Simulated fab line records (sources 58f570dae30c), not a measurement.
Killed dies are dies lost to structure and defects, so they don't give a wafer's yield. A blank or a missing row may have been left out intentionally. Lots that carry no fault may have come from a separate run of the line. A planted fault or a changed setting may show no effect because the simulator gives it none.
Chamber matching | flow berkeley cmos170 | UCB170_PLDD_CLEAN_12 on wet bench-04 has 4 sister chambers
The step cleans in SPM, time 600 s. 8 wafers are shown with their chamber, then 9 later ones without.

== WAFERS PAIRED WITH THEIR CHAMBERS ==
wafer  | chamber | bath guard temp C (C) | bath heat duty pct (%)
L419.4 | 0       | 120.9                 | 13.4
L419.5 | 0       | 120.8                 | 12.7
L417.5 | 3       | 120.6                 | 14.2
L417.6 | 3       | 120.6                 | 13.3
L432.2 | 2       | 120.6                 | 14.1
L432.6 | 2       | 120.7                 | 15.0
L436.3 | 1       | 119.7                 | 15.3
L436.5 | 1       | 119.8                 | 15.3

== WAFERS WITHOUT THEIR CHAMBER ==
wafer  | bath guard temp C (C) | bath heat duty pct (%)
L438.1 | 119.4                 | 13.9
L438.4 | 119.6                 | 13.9
L438.6 | 119.6                 | 14.9
L437.2 | 120.8                 | 14.4
L437.5 | 120.5                 | 14.4
L437.6 | 120.5                 | 12.6
L439.4 | 120.7                 | 15.1
L439.5 | 121.2                 | 13.9
L439.6 | 120.8                 | 14.1

== THE CHAMBER EACH PASSED THROUGH ==
wafer  | from the rows above          | in truth
L438.1 | 1                            | 1
L438.4 | 1                            | 1
L438.6 | 1                            | 1
L437.2 | can't be placed: 2 or 0 or 3 | 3
L437.5 | can't be placed: 3 or 2      | 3
L437.6 | can't be placed: 3 or 2      | 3
L439.4 | can't be placed: 2 or 3      | 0
L439.5 | 0                            | 0
L439.6 | can't be placed: 0 or 2 or 3 | 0
Placed correctly: 4 of 9. Cannot be placed on the basis of these rows: 5; the candidates contain the true chamber in 4. Wrongly placed: 0.
How it was worked out, from the rows above alone: a wafer's distance from a chamber is the root of the sum, over the readings, of the square of ((its reading less the chamber's mean) divided by the reading's scatter). If the next closest chamber is less than 2 further off than the closest, the wafer can't be placed; otherwise it belongs to the closest. For every chamber, the mean is computed from those of its wafers that are shown. The scatter: take each reading less its chamber's mean, square it, sum over the shown wafers, divide by the number of wafers less the number of chambers, and take the root.
